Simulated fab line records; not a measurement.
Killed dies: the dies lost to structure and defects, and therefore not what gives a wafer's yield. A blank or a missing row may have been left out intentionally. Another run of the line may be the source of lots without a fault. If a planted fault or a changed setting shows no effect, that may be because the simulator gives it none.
What tool caused it? -- flow rit cmos -- 7 lots with 21 wafers sampled at 2 steps, on a route of 202 steps

## WHAT EACH GAUGE READ, for each wafer
RIT_PSD_TW_MEAS_10.
lot,measured,on,PSD_TW
L817,day 3 16:29,film metro-01,3397 3404 3411
L819,day 3 22:32,film metro-01,30 30 30
L821,day 4 07:48,film metro-03,30 30 30
L830,day 6 04:14,film metro-01,3413 3417 3405
L832,day 6 13:08,film metro-01,3410 3411 3409
L835,day 7 04:43,film metro-03,3441 3453 3435
L837,day 7 14:40,film metro-02,3477 3468 3487

## WHICH TOOL RAN EACH LOT (tool, then ch and the chambers of the sampled wafers, then the start)
lot,RIT_PSD_DEVELOP_05
L817,"litho track-03 ch 0, day 3 15:00"
L819,"litho track-04 ch 0, day 3 21:00"
L821,"litho track-04 ch 0, day 4 07:00"
L830,"litho track-03 ch 0, day 6 03:00"
L832,"litho track-03 ch 0, day 6 12:00"
L835,"litho track-03 ch 0, day 7 04:00"
L837,"litho track-04 ch 0, day 7 14:00"
- RIT_PSD_DEVELOP_05: develop time 50 s.

## THE ANSWER, worked out from the rows above alone
Rule: the usual values come from the lots themselves. Put in order of their means at a reading, lots are off if they are a third of the lots or fewer, leave a main group of 4 or more, and stand apart from it by a gap of 3 or more times the standard deviation of the main group's means; of several such gaps the widest counts. Not used: any main group whose means are identical at the precision the tables above print for the reading. Also off: a lot with no number at a reading for which 4 or more lots have one. The other lots that the step has rows for count as sound.
Off: L819, L821, at RIT_PSD_TW_MEAS_10 (PSD_TW). Mean 3429 and standard deviation 28 in the main group.
If a tool, at a process step before that reading, ran all the lots that are off and no sound lot after the first of them, it fits. Those tools and the gauges at RIT_PSD_TW_MEAS_10 are tried in the same way. Of those tried, none fits.

## WHAT THE SIMULATOR HAD INSERTED
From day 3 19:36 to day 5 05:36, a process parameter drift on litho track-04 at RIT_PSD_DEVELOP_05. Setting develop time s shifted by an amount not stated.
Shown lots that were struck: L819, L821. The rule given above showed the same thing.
